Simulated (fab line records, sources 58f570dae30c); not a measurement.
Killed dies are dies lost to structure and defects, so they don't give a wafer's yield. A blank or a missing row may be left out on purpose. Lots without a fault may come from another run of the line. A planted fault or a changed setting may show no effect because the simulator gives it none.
Which tool did it? | flow berkeley_cmos170 | 6 lots, 18 wafers sampled, at 3 steps of a route of 331

WHAT THE GAUGES READ, wafer by wafer
UCB170_V2_CD_MEAS_90: target cd 700 nm.
lot  | measured     | on        | cd_nm (nm)
L512 | day 8 11:34  | cd_sem-02 | 700.4 702.1 701.9
L517 | day 9 00:08  | cd_sem-01 | 698.6 699.1 699.1
L521 | day 9 16:44  | cd_sem-01 | 697.9 693.3 698.2 697.4 693.5 698.5
L524 | day 10 23:37 | cd_sem-01 | 698.9 700.6 698.5
L530 | day 11 21:26 | cd_sem-02 | 698.7 699.7 699.3
L531 | day 12 16:32 | cd_sem-01 | 700.7 702.0 699.8

WHICH TOOL RAN EACH LOT (tool, then ch and the chambers of the sampled wafers, then the start)
lot  | UCB170_V2_ETCH_14                  | UCB170_V2_STRIP_15
L512 | rie_diel-03 ch 1,3, day 8 11:17    | plasma_asher-04 ch 0,1, day 8 11:28
L517 | rie_diel-02 ch 1,3, day 8 23:51    | plasma_asher-01 ch 0,1, day 9 00:02
L521 | rie_diel-03 ch 0,2, day 9 16:28    | plasma_asher-03 ch 0,1, day 9 16:38
L524 | rie_diel-02 ch 2,3, day 10 23:19   | plasma_asher-01 ch 0, day 10 23:29
L530 | rie_diel-01 ch 0,1,2, day 11 21:07 | plasma_asher-03 ch 0,1, day 11 21:20
L531 | rie_diel-02 ch 1,3, day 12 16:14   | plasma_asher-01 ch 0,1, day 12 16:25
- UCB170_V2_ETCH_14: etches SiO2 in CHF3/CF4/Ar, stops on Al, target depth 1250 nm, time 291 s.
- UCB170_V2_STRIP_15: strips in O2.

THE ANSWER, worked out from the rows above alone
Rule: what is usual is taken from the lots themselves. Put in order of their means at a reading, lots are off if they are a third of the lots or fewer, leave a main group of 4 or more, and stand apart from it by a gap of 3 or more times the standard deviation of the main group's means; of several such gaps the widest counts. A main group whose means are all the same, to the digits that the tables above print for the reading, isn't used. A lot without any number at a reading at which 4 lots or more have one is off too. The other lots that the step has rows for count as sound.
No lot is off at any reading shown: from this, nothing can be told.

WHAT THE SIMULATOR HAD PUT IN
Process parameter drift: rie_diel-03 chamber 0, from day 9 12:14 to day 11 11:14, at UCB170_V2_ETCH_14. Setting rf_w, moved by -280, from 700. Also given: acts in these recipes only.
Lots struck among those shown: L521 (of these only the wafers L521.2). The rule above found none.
